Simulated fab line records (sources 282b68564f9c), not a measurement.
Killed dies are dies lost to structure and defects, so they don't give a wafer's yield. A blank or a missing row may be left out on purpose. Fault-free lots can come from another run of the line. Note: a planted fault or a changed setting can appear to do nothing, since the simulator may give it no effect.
fab line records    flow rit_cmos
record lots=7  wafers=21  last_day=7
route steps=202 shown FOX2@25 NWELL@28 PWELL@39 WELLDRIVE@50
lots that met no fault: taken from a fault-free run of the same line
start_h: the number of hours between the record's first day and the start of the first shown wafer of the lot    wait_h: time in hours since the lot's previous step    " the same as in the row above    L1.1+2: several wafers, shown together as one row    - either no value or no given start    * or withheld: withheld    < > ~ a bound
route shown NAME@n: NAME is a module with steps in the file, n the number in the route of the first one    usual: mean and standard deviation over wafers with no fault    same: alike in all rows    chamber/n: place in a boat    sites: per-site readings    _std_site: the standard deviation of these    _edge_site: outer sites' mean less inner sites'    radius_mm: how far each site lies from the wafer's centre    mask NAME#n: copy n    behind: tool/chamber where the wafer was last shaped    hold: what put the lot on hold/how long, in hours/how the hold closed    device: whichever transistor did not switch (one of n, p or np)    end of line: tests run on the same wafers once the route is complete    for a step that has no rows: nothing shown but its recipe    killed: count of dies lost to structure and defects at first sort (not the wafer's yield)    map: dies across one wafer; x = killed, . = not, _ = none there
set.NAME: the setting as run; set.NAME@STEP: as run at that earlier step    model.NAME: the simulator's own value behind a step, which no gauge read
a table for each step, a row for each wafer; lots at some steps of the route
services: the hour from which a tool's chamber was out of use, counted from the record's first day as start_h (under 0 if before that day), plus the number of hours and why
## steps
# step RIT_FOX2_CLEAN_02
# recipe chemistry=dHF  dilution=50:1  time_s=180
# step RIT_FOX2_WET_ETCH_03
# recipe chemistry=H3PO4  target=Si3N4  target_depth_nm=195  temp_c=165  time_s=2700
# step RIT_FOX2_THK_MEAS_90
# recipe reads=SiO2_of_FOX2_OXIDATION_00
# usual FIELD_OXIDE_LEFT_1_THK=325/6.4
lot.wafer  tool           chamber  start_h  wait_h  FIELD_OXIDE_LEFT_1_THK[nm]
L636.2     film_metro-01  -        54.45    0.0     318
L636.3     "              -        "        "       329
L636.5     "              -        "        "       307
L641.1     film_metro-04  -        80.00    0.0     327
L641.2     "              -        "        "       328
L641.4     "              -        "        "       327
L645.2     film_metro-04  -        99.97    0.0     323
L645.3     "              -        "        "       320
L645.4     "              -        "        "       322
L648.4     film_metro-01  -        114.31   0.0     329
L648.5     "              -        "        "       324
L648.6     "              -        "        "       324
L649.1     film_metro-04  -        120.76   0.0     325
L649.2     "              -        "        "       328
L649.3     "              -        "        "       326
L650.2     film_metro-01  -        125.24   0.0     318
L650.4     "              -        "        "       315
L650.6     "              -        "        "       321
L652.2     film_metro-01  -        134.35   0.0     326
L652.4     "              -        "        "       318
L652.6     "              -        "        "       319
# step RIT_NWELL_HMDS_00
# recipe prime_time_s=60  prime_temp_c=140
# step RIT_NWELL_COAT_01
# recipe resist=NOVOLAK  spin_rpm=2000  resist_thk_nm=1300
# step RIT_NWELL_SOFTBAKE_02
# recipe resist=NOVOLAK  temp_c=90  time_s=57.39
# step RIT_NWELL_EXPOSE_03
# recipe mask_id=M2  na=0.57  target_cd_nm=43900  dose_mj=250
# step RIT_NWELL_PEB_04
# recipe resist=NOVOLAK  temp_c=withheld  time_s=withheld
# step RIT_NWELL_DEVELOP_05
# recipe resist=NOVOLAK  develop_time_s=68  dev_temp_c=23
# step RIT_NWELL_OVL_MEAS_06
# usual NWELL_OVL=0.8/1.4
lot.wafer  tool        chamber  start_h  wait_h  NWELL_OVL[nm]
L636.2     overlay-02  -        55.51    -       2.4
L636.3     "           -        "        "       1.4
L636.5     "           -        "        "       -0.2
L641.1     overlay-01  -        81.02    -       0.7
L641.2     "           -        "        "       3.0
L641.4     "           -        "        "       3.1
L645.2     overlay-01  -        101.03   -       0.2
L645.3     "           -        "        "       1.5
L645.4     "           -        "        "       -0.4
L648.4     overlay-01  -        115.24   -       1.8
L648.5     "           -        "        "       1.8
L648.6     "           -        "        "       1.5
L649.1     overlay-01  -        121.70   -       1.2
L649.2     "           -        "        "       1.8
L649.3     "           -        "        "       3.8
L650.2     overlay-02  -        126.18   -       1.8
L650.4     "           -        "        "       0.6
L650.6     "           -        "        "       1.9
L652.2     overlay-02  -        135.29   -       -0.7
L652.4     "           -        "        "       -1.6
L652.6     "           -        "        "       0.4
# step RIT_NWELL_HARDBAKE_07
# recipe resist=NOVOLAK  temp_c=140  time_s=120
# step RIT_NWELL_IMPLANT_08
# recipe species=P  energy_kev=170  dose_cm2=5e+13  tilt_deg=7
# step RIT_NWELL_STRIP_09
# recipe chemistry=O2  time_s=180  resist=NOVOLAK  platen_temp_c=withheld  power_w=500  pressure_mtorr=4000  o2_flow_sccm=4000
# usual chamber_pressure_mTorr=4000/3.8  drypump_motor_current_A=5.7/0.44
lot.wafer  tool             chamber  start_h  wait_h  chamber_pressure_mTorr  drypump_motor_current_A  rf_hours_counter_h  model.NOVOLAK_of_NWELL_COAT_01.thk_nm
L636.2     plasma_asher-03  1        55.99    0.1     3995                    5.5                      40                  0
L636.3     "                0        "        "       3997                    6.0                      -                   0
L636.5     "                1        "        "       4008                    5.5                      -                   0
L641.1     plasma_asher-04  1        81.45    0.1     3991                    5.0                      44                  0
L641.2     "                0        "        "       4000                    5.7                      44                  0
L641.4     "                0        "        "       3996                    5.7                      -                   0
L645.2     plasma_asher-03  1        101.46   0.1     4004                    5.5                      45                  0
L645.3     "                0        "        "       3997                    6.1                      -                   0
L645.4     "                1        "        "       3999                    5.5                      -                   0
L648.4     plasma_asher-01  0        115.71   0.1     -                       -                        -                   1136
L648.5     "                1        "        "       -                       -                        -                   1134
L648.6     "                0        "        "       -                       -                        -                   1135
L649.1     plasma_asher-01  1        122.13   0.1     -                       -                        -                   1133
L649.2     "                0        "        "       -                       -                        -                   1135
L649.3     "                0        "        "       -                       -                        -                   1129
L650.2     plasma_asher-04  0        126.61   0.1     -                       -                        -                   1136
L650.4     "                0        "        "       -                       -                        -                   1138
L650.6     "                0        "        "       -                       -                        -                   1140
L652.2     plasma_asher-03  0        135.72   0.1     3996                    6.1                      2                   0
L652.4     "                0        "        "       4000                    6.0                      -                   0
L652.6     "                1        "        "       4002                    5.5                      -                   0
# step RIT_NWELL_TW_MEAS_10
# usual NWELL_TW=2129/20
lot.wafer  tool           chamber  start_h  wait_h  NWELL_TW
L636.2     film_metro-03  -        56.17    0.1     2151
L636.3     "              -        "        "       2149
L636.5     "              -        "        "       2148
L641.1     film_metro-03  -        81.63    0.1     2155
L641.2     "              -        "        "       2166
L641.4     "              -        "        "       2158
L645.2     film_metro-02  -        101.65   0.1     2116
L645.3     "              -        "        "       2107
L645.4     "              -        "        "       2103
L648.4     film_metro-02  -        115.86   0.1     2121
L648.5     "              -        "        "       2118
L648.6     "              -        "        "       2127
L649.1     film_metro-03  -        122.31   0.1     2148
L649.2     "              -        "        "       2156
L649.3     "              -        "        "       2146
L650.2     film_metro-02  -        126.79   0.1     2101
L650.4     "              -        "        "       2102
L650.6     "              -        "        "       2101
L652.2     film_metro-01  -        135.90   0.1     2113
L652.4     "              -        "        "       2121
L652.6     "              -        "        "       2123
# step RIT_PWELL_HMDS_00
# recipe prime_time_s=60  prime_temp_c=140
# step RIT_PWELL_COAT_01
# recipe resist=NOVOLAK  spin_rpm=2000  resist_thk_nm=1300
# step RIT_PWELL_SOFTBAKE_02
# recipe resist=NOVOLAK  temp_c=90  time_s=61.64
# usual plate_sensor_t_centre_C=90.968/0.01  plate_sensor_t_edge_C=91.021/0.011
lot.wafer  tool            chamber  start_h  wait_h  plate_sensor_t_centre_C  plate_sensor_t_edge_C
L636.2     litho_track-03  0        56.55    0.1     90.969                   91.032
L636.3     "               0        "        "       90.942                   91.040
L636.5     "               0        "        "       90.984                   91.030
L641.1     litho_track-03  0        81.99    0.1     90.994                   91.021
L641.2     "               0        "        "       90.976                   91.028
L641.4     "               0        "        "       90.960                   91.039
L645.2     litho_track-02  0        102.02   0.1     90.973                   91.016
L645.3     "               0        "        "       90.961                   91.004
L645.4     "               0        "        "       90.978                   91.000
L648.4     litho_track-02  0        116.26   0.1     90.954                   91.021
L648.5     "               0        "        "       90.973                   91.018
L648.6     "               0        "        "       90.973                   91.008
L649.1     litho_track-03  0        122.67   0.1     90.961                   91.028
L649.2     "               0        "        "       90.984                   91.013
L649.3     "               0        "        "       90.970                   91.022
L650.2     litho_track-03  0        127.17   0.1     90.961                   91.008
L650.4     "               0        "        "       90.944                   91.025
L650.6     "               0        "        "       90.978                   91.035
L652.2     litho_track-02  0        136.28   0.1     90.966                   91.023
L652.4     "               0        "        "       90.981                   91.033
L652.6     "               0        "        "       90.964                   91.016
# step RIT_PWELL_EXPOSE_03
# recipe mask_id=M3  na=0.57  target_cd_nm=43700  dose_mj=250
# step RIT_PWELL_PEB_04
# recipe resist=NOVOLAK  temp_c=withheld  time_s=withheld
# step RIT_PWELL_DEVELOP_05
# recipe resist=NOVOLAK  develop_time_s=68  dev_temp_c=23
# step RIT_PWELL_OVL_MEAS_06
# usual PWELL_OVL=-0.8/1.3
lot.wafer  tool        chamber  start_h  wait_h  PWELL_OVL[nm]
L636.2     overlay-01  -        57.24    -       -1.0
L636.3     "           -        "        "       -0.6
L636.5     "           -        "        "       0.5
L641.1     overlay-02  -        82.69    -       -0.6
L641.2     "           -        "        "       -0.8
L641.4     "           -        "        "       -0.1
L645.2     overlay-01  -        102.58   -       -0.4
L645.3     "           -        "        "       1.0
L645.4     "           -        "        "       -0.2
L648.4     overlay-01  -        116.79   -       -1.7
L648.5     "           -        "        "       -1.3
L648.6     "           -        "        "       -1.8
L649.1     overlay-01  -        123.25   -       1.1
L649.2     "           -        "        "       1.2
L649.3     "           -        "        "       -1.7
L650.2     overlay-02  -        127.75   -       -2.7
L650.4     "           -        "        "       -2.0
L650.6     "           -        "        "       -1.9
L652.2     overlay-01  -        136.96   -       -2.2
L652.4     "           -        "        "       -0.1
L652.6     "           -        "        "       -0.9
# step RIT_PWELL_HARDBAKE_07
# recipe resist=NOVOLAK  temp_c=140  time_s=120
# step RIT_PWELL_IMPLANT_08
# recipe species=B  energy_kev=170  dose_cm2=7e+13  tilt_deg=7
# step RIT_PWELL_STRIP_09
# recipe chemistry=O2  time_s=180  resist=NOVOLAK  platen_temp_c=withheld  power_w=500  pressure_mtorr=4000  o2_flow_sccm=4000
# usual chamber_pressure_mTorr=4000/3.8  drypump_motor_current_A=5.87/0.27
lot.wafer  tool             chamber  start_h  wait_h  chamber_pressure_mTorr  drypump_motor_current_A  rf_hours_counter_h
L636.2     plasma_asher-01  0        57.67    0.1     4008                    5.57                     40
L636.3     "                1        "        "       4000                    6.33                     -
L636.5     "                1        "        "       3999                    6.31                     -
L641.1     plasma_asher-01  1        83.13    0.1     4000                    6.28                     42
L641.2     "                0        "        "       3998                    5.59                     42
L641.4     "                0        "        "       4000                    5.62                     -
L645.2     plasma_asher-02  0        103.01   0.1     4005                    5.96                     33
L645.3     "                0        "        "       4000                    5.96                     -
L645.4     "                1        "        "       3997                    5.78                     -
L648.4     plasma_asher-02  0        117.26   0.1     4003                    5.92                     -
L648.5     "                1        "        "       4004                    5.75                     -
L648.6     "                0        "        "       3998                    5.92                     -
L649.1     plasma_asher-03  0        123.68   0.1     4001                    6.06                     1
L649.2     "                1        "        "       3997                    5.49                     1
L649.3     "                0        "        "       3989                    6.07                     -
L650.2     plasma_asher-02  0        128.18   0.1     4000                    5.94                     36
L650.4     "                0        "        "       3996                    5.97                     -
L650.6     "                0        "        "       4000                    5.97                     -
L652.2     plasma_asher-03  0        137.39   0.1     4002                    6.05                     2
L652.4     "                0        "        "       4000                    6.06                     -
L652.6     "                1        "        "       3997                    5.49                     -
# step RIT_PWELL_TW_MEAS_10
# usual PWELL_TW=948/7.8
lot.wafer  tool           chamber  start_h  wait_h  PWELL_TW
L636.2     film_metro-03  -        57.85    0.1     951
L636.3     "              -        "        "       951
L636.5     "              -        "        "       947
L641.1     film_metro-03  -        83.30    0.1     957
L641.2     "              -        "        "       958
L641.4     "              -        "        "       953
L645.2     film_metro-01  -        103.20   0.1     957
L645.3     "              -        "        "       956
L645.4     "              -        "        "       955
L648.4     film_metro-01  -        117.41   0.1     30
L648.5     "              -        "        "       30
L648.6     "              -        "        "       30
L649.1     film_metro-02  -        123.86   0.1     30
L649.2     "              -        "        "       29
L649.3     "              -        "        "       29
L650.2     film_metro-03  -        128.37   0.1     30
L650.4     "              -        "        "       30
L650.6     "              -        "        "       30
L652.2     film_metro-01  -        137.58   0.1     940
L652.4     "              -        "        "       945
L652.6     "              -        "        "       945
# step RIT_WELLDRIVE_ANNEAL_00
# recipe temp_c=1100  time_s=14700  ambient=N2
## services
tool             chamber  start_h  hours  kind
plasma_asher-03  -        108.75   9.0    pm
plasma_asher-03  0        108.75   9.0    vent_cycle
plasma_asher-03  1        108.75   9.0    vent_cycle
plasma_asher-03  0        117.75   -      clean
plasma_asher-03  1        117.75   -      clean
## key
first_sign step=RIT_NWELL_STRIP_09  reading=tool_record  direction=missing
effect step=RIT_PWELL_TW_MEAS_10  reading=PWELL_TW  direction=down  sigmas=99+  usual=948  struck=30
model_effect step=RIT_NWELL_STRIP_09  value=NOVOLAK_of_NWELL_COAT_01.thk_nm  without=0  struck=1135
met_at RIT_NWELL_STRIP_09
struck_wafers L648.4,L648.5,L648.6,L649.1,L649.2,L649.3,L650.2,L650.4,L650.6
later_rows_left_out L648.4,L648.5,L648.6,L649.1,L649.2,L649.3,L650.2,L650.4,L650.6
sort_left_out L648.4,L648.5,L648.6,L649.1,L649.2,L649.3,L650.2,L650.4,L650.6
tester_left_out L648,L649,L650
onset_between 81.45 115.71
fault kind=skipped_step_whole  tool=plasma_asher-01,plasma_asher-04  chamber=-  onset_h=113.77  steps=RIT_NWELL_STRIP_09  scope=struck_lots_only
# tester_left_out: of these lots the tester's yield and bins aren't shown, on N5 and GAA mostly nor the transistor test; their killed dies are dies lost to structure and defects alone, not to doping, threshold or leakage, so they don't give the yield
# sort_left_out: the simulated sort isn't trusted on such a fault, so these wafers' sort isn't shown, and their yield isn't known
# later_rows_left_out: the simulator's readings of these wafers behind a module that went badly wrong aren't trusted and aren't shown, but for the sort
